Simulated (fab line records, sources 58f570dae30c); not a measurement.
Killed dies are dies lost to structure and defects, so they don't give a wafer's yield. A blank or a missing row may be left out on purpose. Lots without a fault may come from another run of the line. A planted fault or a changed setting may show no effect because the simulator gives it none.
Chamber matching | flow berkeley_cmos170 | UCB170_NWELL_ETCH_13 on rie_diel-02: 4 sister chambers
The step etches Si3N4 in CH3F/Ar/O2, stops on SiO2, target depth 246.4 nm, time 154 s. 8 wafers are shown with their chamber, then 8 later ones without.

WAFERS WITH THEIR CHAMBER
wafer  | chamber | throttle_valve_pct (%) | oes_product_au (a.u.)
L078.3 | 2       | 8.16                   | 0.962
L080.6 | 0       | 8.07                   | 0.949
L086.2 | 1       | 8.06                   | 0.936
L086.4 | 0       | 8.08                   | 0.950
L089.1 | 3       | 8.14                   | 0.944
L089.2 | 1       | 8.06                   | 0.937
L089.5 | 2       | 8.16                   | 0.959
L090.1 | 3       | 8.13                   | 0.939

WAFERS WITHOUT THEIR CHAMBER
wafer  | throttle_valve_pct (%) | oes_product_au (a.u.)
L090.2 | 8.17                   | 0.955
L090.3 | 8.07                   | 0.938
L096.2 | 8.11                   | 0.939
L096.3 | 8.17                   | 0.953
L096.4 | 8.13                   | 0.946
L097.4 | 8.16                   | 0.957
L097.5 | 8.17                   | 0.954
L097.6 | 8.14                   | 0.935

WHICH CHAMBER EACH WENT THROUGH
wafer  | from the rows above | in truth
L090.2 | 2                   | 2
L090.3 | 1                   | 1
L096.2 | 3                   | 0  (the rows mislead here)
L096.3 | 2                   | 2
L096.4 | 3                   | 3
L097.4 | 2                   | 2
L097.5 | 2                   | 2
L097.6 | 3                   | 3
Placed correctly: 7 of 8. Can't be placed from these rows: 0. Placed wrongly: 1.
How it was worked out, from the rows above alone: a wafer's distance from a chamber is the root of the sum, over the readings, of the square of ((its reading less the chamber's mean) divided by the reading's scatter). The wafer belongs to the nearest chamber; if the next one is less than 2 further off, it can't be placed. A chamber's mean is the mean of its shown wafers. The scatter: the root of (the sum of the squares of (reading less its chamber's mean) over the shown wafers, divided by (wafers less chambers)).
